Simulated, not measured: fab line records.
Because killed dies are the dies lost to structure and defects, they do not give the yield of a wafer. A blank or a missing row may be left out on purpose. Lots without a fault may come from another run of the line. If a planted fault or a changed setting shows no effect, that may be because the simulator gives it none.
Which tool was responsible? / flow rit_cmos / 15 lots with 45 wafers sampled at 2 steps, on a route of 202 steps

## WHAT THE GAUGES READ, wafer by wafer
Not one reading of a measure or inspect step in the record can be checked against a usual standard deviation.

## WHAT TOOL EACH LOT RAN ON (gives the tool, then ch and the chambers of the sampled wafers, and finally the start)
lot=L214; RIT_SILICIDE_RTA_04=rtp_anneal-01 ch 0, day 3 03:22; RIT_M1_PROBE_99=prober-02, day 3 09:59
lot=L215; RIT_SILICIDE_RTA_04=rtp_anneal-02 ch 0, day 3 08:16; RIT_M1_PROBE_99=prober-01, day 3 16:00
lot=L216; RIT_SILICIDE_RTA_04=rtp_anneal-01 ch 0, day 3 13:40; RIT_M1_PROBE_99=prober-02, day 3 21:22
lot=L217; RIT_SILICIDE_RTA_04=rtp_anneal-02 ch 0, day 3 17:24; RIT_M1_PROBE_99=prober-01, day 4 00:02
lot=L218; RIT_SILICIDE_RTA_04=rtp_anneal-01 ch 0, day 3 23:23; RIT_M1_PROBE_99=prober-02, day 4 06:31
lot=L219; RIT_SILICIDE_RTA_04=rtp_anneal-02 ch 0, day 4 06:44; RIT_M1_PROBE_99=prober-01, day 4 13:50
lot=L220; RIT_SILICIDE_RTA_04=rtp_anneal-01 ch 0, day 4 08:46; RIT_M1_PROBE_99=prober-02, day 4 15:31
lot=L222; RIT_SILICIDE_RTA_04=rtp_anneal-01 ch 0, day 4 19:23; RIT_M1_PROBE_99=prober-02, day 5 02:06
lot=L224; RIT_SILICIDE_RTA_04=rtp_anneal-01 ch 0, day 5 06:58; RIT_M1_PROBE_99=prober-02, day 5 14:07
lot=L226; RIT_SILICIDE_RTA_04=rtp_anneal-01 ch 0, day 5 15:14; RIT_M1_PROBE_99=prober-02, day 5 21:55
lot=L228; RIT_SILICIDE_RTA_04=rtp_anneal-01 ch 0, day 6 07:10; RIT_M1_PROBE_99=prober-02, day 6 13:52
lot=L231; RIT_SILICIDE_RTA_04=rtp_anneal-02 ch 0, day 6 17:20; RIT_M1_PROBE_99=prober-01, day 7 00:17
lot=L233; RIT_SILICIDE_RTA_04=rtp_anneal-02 ch 0, day 7 04:10; RIT_M1_PROBE_99=prober-01, day 7 11:38
lot=L235; RIT_SILICIDE_RTA_04=rtp_anneal-02 ch 0, day 7 11:41; RIT_M1_PROBE_99=prober-01, day 7 18:47
lot=L237; RIT_SILICIDE_RTA_04=rtp_anneal-02 ch 0, day 7 22:16; RIT_M1_PROBE_99=prober-01, day 8 04:52
- RIT_SILICIDE_RTA_04: time 10 s, ramp up 5 s, ramp down 5 s.
- RIT_M1_PROBE_99

## AS READ BY THE TOOLS THEMSELVES (means over the sampled wafers that have a number; for cases with no such wafer, the mark the record gives instead)
RIT_SILICIDE_RTA_04.
lot=L214 tool=rtp_anneal-01 wafer_temp_C_max=653.8
lot=L215 tool=rtp_anneal-02 wafer_temp_C_max=653.2
lot=L216 tool=rtp_anneal-01 wafer_temp_C_max=654.2
lot=L217 tool=rtp_anneal-02 wafer_temp_C_max=652.7
lot=L218 tool=rtp_anneal-01 wafer_temp_C_max=653.9
lot=L219 tool=rtp_anneal-02 wafer_temp_C_max=652.7
lot=L220 tool=rtp_anneal-01 wafer_temp_C_max=654.2
lot=L222 tool=rtp_anneal-01 wafer_temp_C_max=653.6
lot=L224 tool=rtp_anneal-01 wafer_temp_C_max=723.3
lot=L226 tool=rtp_anneal-01 wafer_temp_C_max=723.6
lot=L228 tool=rtp_anneal-01 wafer_temp_C_max=724.0
lot=L231 tool=rtp_anneal-02 wafer_temp_C_max=652.5
lot=L233 tool=rtp_anneal-02 wafer_temp_C_max=652.6
lot=L235 tool=rtp_anneal-02 wafer_temp_C_max=652.2
lot=L237 tool=rtp_anneal-02 wafer_temp_C_max=652.0

RIT_M1_PROBE_99.
lot=L214 tool=prober-02 killed_at_front_end=8 killed_dies=8 killed_open=4.3 killed_short=3.7
lot=L215 tool=prober-01 killed_at_front_end=9 killed_dies=9 killed_open=4.0 killed_short=5.3
lot=L216 tool=prober-02 killed_at_front_end=6 killed_dies=6 killed_open=3.3 killed_short=2.3
lot=L217 tool=prober-01 killed_at_front_end=8 killed_dies=8 killed_open=5.0 killed_short=2.7
lot=L218 tool=prober-02 killed_at_front_end=8 killed_dies=8 killed_open=4.3 killed_short=3.3
lot=L219 tool=prober-01 killed_at_front_end=4 killed_dies=4 killed_open=1.0 killed_short=3.0
lot=L220 tool=prober-02 killed_at_front_end=7 killed_dies=7 killed_open=4.7 killed_short=2.7
lot=L222 tool=prober-02 killed_at_front_end=4 killed_dies=4 killed_open=4.0 killed_short=0.0
lot=L224 tool=prober-02 killed_at_front_end=7 killed_dies=7 killed_open=4.0 killed_short=3.3
lot=L226 tool=prober-02 killed_at_front_end=6 killed_dies=6 killed_open=2.7 killed_short=3.3
lot=L228 tool=prober-02 killed_at_front_end=10 killed_dies=10 killed_open=5.0 killed_short=5.0
lot=L231 tool=prober-01 killed_at_front_end=5 killed_dies=5 killed_open=2.0 killed_short=3.3
lot=L233 tool=prober-01 killed_at_front_end=8 killed_dies=8 killed_open=4.3 killed_short=3.3
lot=L235 tool=prober-01 killed_at_front_end=5 killed_dies=5 killed_open=2.7 killed_short=2.3
lot=L237 tool=prober-01 killed_at_front_end=11 killed_dies=11 killed_open=5.7 killed_short=5.0

## THE ANSWER, worked out from the rows above alone
Rule: the usual values come from the lots themselves. Put in order of their means at a reading, lots are off if they are a third of the lots or fewer, leave a main group of 4 or more, and stand apart from it by a gap of 3 or more times the standard deviation of the main group's means; of several such gaps the widest counts. A main group is skipped when, at the precision printed for the reading in the tables above, its means are all equal. Also off: a lot with no number at a reading for which 4 or more lots have one. The other lots that the step has rows for count as sound. Order of review: gauges by route order, followed by the tools' own readings, for which a lot's mean as printed above is used. At the first step where some lot is off, the reading lying furthest off is the one used; lots without a number count as furthest.
Off, at RIT_SILICIDE_RTA_04 on wafer_temp_C_max: L224, L226, L228. The main group has a mean of 653.1 with a standard deviation of 0.75.
If a tool, at that step or one of the process steps before it, ran each lot that is off and ran no sound lot following the first of them, it fits. One fits: RIT_SILICIDE_RTA_04 on rtp_anneal-01. Its last sound lot is L222 (day 4 19:23), its first lot that is off L224 (day 5 06:58): a fault that began between those two fits.
On the lots that are off, the tool's own readings at RIT_SILICIDE_RTA_04 differ by more than 5 times the standard deviation of the sound lots' means, which bears it out; wafer_temp_C_max reads 723.6 there versus 653.1 on the sound lots.

## WHAT WAS PUT IN BY THE SIMULATOR
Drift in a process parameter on rtp_anneal-01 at RIT_SILICIDE_RTA_04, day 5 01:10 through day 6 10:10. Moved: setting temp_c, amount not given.
Struck lots among those shown: L224, L226, L228. The rule above reached the same finding.
